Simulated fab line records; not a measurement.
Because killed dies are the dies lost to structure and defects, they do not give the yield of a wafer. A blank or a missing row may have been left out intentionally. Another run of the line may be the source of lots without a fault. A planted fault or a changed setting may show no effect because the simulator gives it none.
A lot that was struck, set against a sound lot :: flow rit cmos :: 14 out of 202 route steps
Sound: the wafers L630.2, L630.5, L630.6. The struck wafers were L622.3, L622.5, L622.6. At the end, the cause is stated.
Per side, at each step with rows, come the tool, then ch with its chambers, and then its first start. Under that, the readings that differ: sound wafers :: struck wafers :: difference of the means :: sigmas: that difference in standard deviations of wafers without a fault.
alike: words and numbers the same on both sides, and readings whose means are apart by under 2 such deviations; not compared: readings that were withheld, readings missing a value for some wafer, numbers with overlapping values and no deviation given by the record, and bounds like >300 which may hide the same value.
Wherever a step has rows on one side only, a row that says differs or no value, or a row with sigmas, the two part there. When numbers do not overlap yet have no deviation, they are printed without sigmas and do not part them. Lack of a reading on every wafer of one side parts them only where that side has two or more wafers.

first, 4 steps without rows for these wafers: RIT_ACTIVE_SOFTBAKE_07 (time 60 s); RIT_ACTIVE_EXPOSE_08 (exposes mask M1, target cd 1400 nm); RIT_ACTIVE_PEB_09; RIT_ACTIVE_DEVELOP_10 (develop time 50 s).
RIT_ACTIVE_CD_MEAS_11: the cd target is 1400 nm.
  struck on cd sem-02, day 2 00:29; sound on cd sem-01, day 3 17:26
  alike: cd nm
then, 1 step without rows for these wafers: RIT_ACTIVE_HARDBAKE_12 (time 60 s).
RIT_ACTIVE_ETCH_13: etches Si3N4 in SF6, stops on SiO2, time 210 s, target depth 210 nm.
  sound on rie diel-02 ch 0,1,3, day 3 17:41; struck on rie diel-01 ch 0,1,3, day 2 00:43
  alike: chamber pressure mTorr, drypump motor current A, oes product au, throttle valve pct
  not compared: rf hours counter h
RIT_ACTIVE_STRIP_14: strips in O2, time 180 s.
  sound on plasma asher-04 ch 0,1, day 3 17:49; struck on plasma asher-03 ch 0,1, day 2 00:54
  alike: chamber pressure mTorr, drypump motor current A
  not compared: rf hours counter h
RIT_ACTIVE_CD_MEAS_90: the cd target is 1400 nm.
  struck on cd sem-02, day 2 01:04; sound on cd sem-01, day 3 18:04
  alike: cd nm
then, 3 steps without rows for these wafers: RIT_ACTIVE_CLEAN_15 (cleans in SC1, time 600 s); RIT_ACTIVE_CLEAN_16 (cleans in dHF, time 30 s); RIT_ACTIVE_CLEAN_17 (cleans in SC2, time 600 s).
RIT_FOX1_OXIDATION_00: target thk 350.7 nm, ox time 1130 s.
  sound on furnace-01 ch 0, day 3 18:32; struck on furnace-01, day 2 01:31
  no value came back on the struck wafers for ox temp c (C), ox temp c max; on the sound wafers ox temp c (C) reads 1099.9 1099.9 1100.3
reading: model.Si3N4_of_ACTIVE_CVD_03.thk nm (nm)
sound: 144.7 144.5 143.6
struck: 148.7 148.8 148.9
difference: +4.5
sigmas: 
RIT_FOX1_WET_ETCH_02: etches SiO2 in BOE, target depth 350 nm, time 390 s.
  sound on wet bench-03 ch 3, day 3 19:55; struck on wet bench-01 ch 0, day 2 02:53
reading: model.Si3N4_of_ACTIVE_CVD_03.thk nm (nm)
sound: 140 139.8 139
struck: 144 144 144.2
difference: +4
sigmas: 

WHERE THEY PART
Only at RIT_FOX1_OXIDATION_00, as far as this record shows.

WHY: whatever the simulator had introduced
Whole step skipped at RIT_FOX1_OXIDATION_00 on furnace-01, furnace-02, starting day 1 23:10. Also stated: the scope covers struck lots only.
